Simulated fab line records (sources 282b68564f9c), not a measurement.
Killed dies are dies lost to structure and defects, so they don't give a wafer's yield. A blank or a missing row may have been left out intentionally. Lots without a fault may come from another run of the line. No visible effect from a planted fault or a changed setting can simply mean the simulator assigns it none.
One fault seen from 2 desks ; flow rit-cmos ; only its own numbers are on each desk; what lay behind them is given at the end

== DESK OF THE TOOL OWNER: iline-stepper-02 ==
The tool's own readings at RIT_CONTACT_EXPOSE_05 (exposes mask M11, target cd 1000 nm): means of the sampled wafers that have a number, for each lot that ran on this tool. If a lot's mean is further than 4 standard deviations from the usual mean, the lot is out of limits and carries the mark OUT (the distance appears in the brackets).
Columns: A = exposure-dose-mJ-cm2 at RIT_CONTACT_EXPOSE_05, usual 249.93
lot;first seen here;A
L373;day 3 19:59;250.01
L375;day 4 01:36;250.12
L380;day 5 01:23;247.50 (-9.4) OUT
L394;day 7 17:22;250.39
L395;day 7 22:43;250.30
L396;day 8 02:24;250.04
This desk's verdict: out of limits on L380, starting with L380 at day 5 01:23 (exposure-dose-mJ-cm2 at RIT_CONTACT_EXPOSE_05). In limits: L373, L375, L394, L395, L396.

== THE METROLOGY DESK ==
What the gauges read for every lot (on any tool): the sampled wafers with a number, averaged. If a lot's mean is further than 4 standard deviations from the usual mean, the lot is out of limits and carries the mark OUT (the distance appears in the brackets).
Columns: A = ACTIVE_NITRIDE_THK at RIT_ACTIVE_THK_MEAS_04, usual 149.7 nm; B = PWELL_OVL at RIT_PWELL_OVL_MEAS_06, usual -1.6 nm; C = cd-nm at RIT_CONTACT_CD_MEAS_08, usual 1000.2 nm
lot;first seen here;A;B;C
L373;day 1 14:29;147.5;-1.7;999.4
L375;day 1 23:53;149.9;-1.9;998.1
L376;day 2 05:57;151.4;-2.8;998.5
L378;day 2 16:17;151.6;-3.3;997.8
L379;day 2 22:21;148.6;0.1;1000.5
L380;day 3 06:43;149.2;-1.3;1012.8 (+5.2) OUT
L386;day 4 06:37;149.8;-3.4;999.8
L388;day 4 16:32;149.5;-1.4;1002.3
L390;day 5 02:34;149.5;-0.3;998.2
L393;day 5 17:44;149.3;-0.8;997.2
L394;day 5 22:56;149.5;0.6;1007.2
L395;day 6 03:34;152.5;-2.0;996.5
L396;day 6 08:47;150.3;-2.9;998.9
This desk's verdict: out of limits on L380, starting with L380 at day 5 01:54 (cd-nm at RIT_CONTACT_CD_MEAS_08). In limits: L373, L375, L376, L378, L379, L386, L388, L390, L393, L394, L395, L396.

== ALL TOGETHER ==
The tool owner's desk had the chance to raise an alarm at day 5 01:23 on L380.
On L380, the metrology desk was in a position to raise an alarm at day 5 01:54.
The lots listed all ran RIT_CONTACT_EXPOSE_05 on iline-stepper-02.

== WHAT WAS PUT IN BY THE SIMULATOR ==
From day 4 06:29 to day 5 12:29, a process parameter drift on iline-stepper-02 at RIT_CONTACT_EXPOSE_05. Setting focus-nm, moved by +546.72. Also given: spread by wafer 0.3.
Shown lots that were struck: L380.
Fault start to first reading out of limits, in hours, per desk: tool owner, 19; metrology, 19.
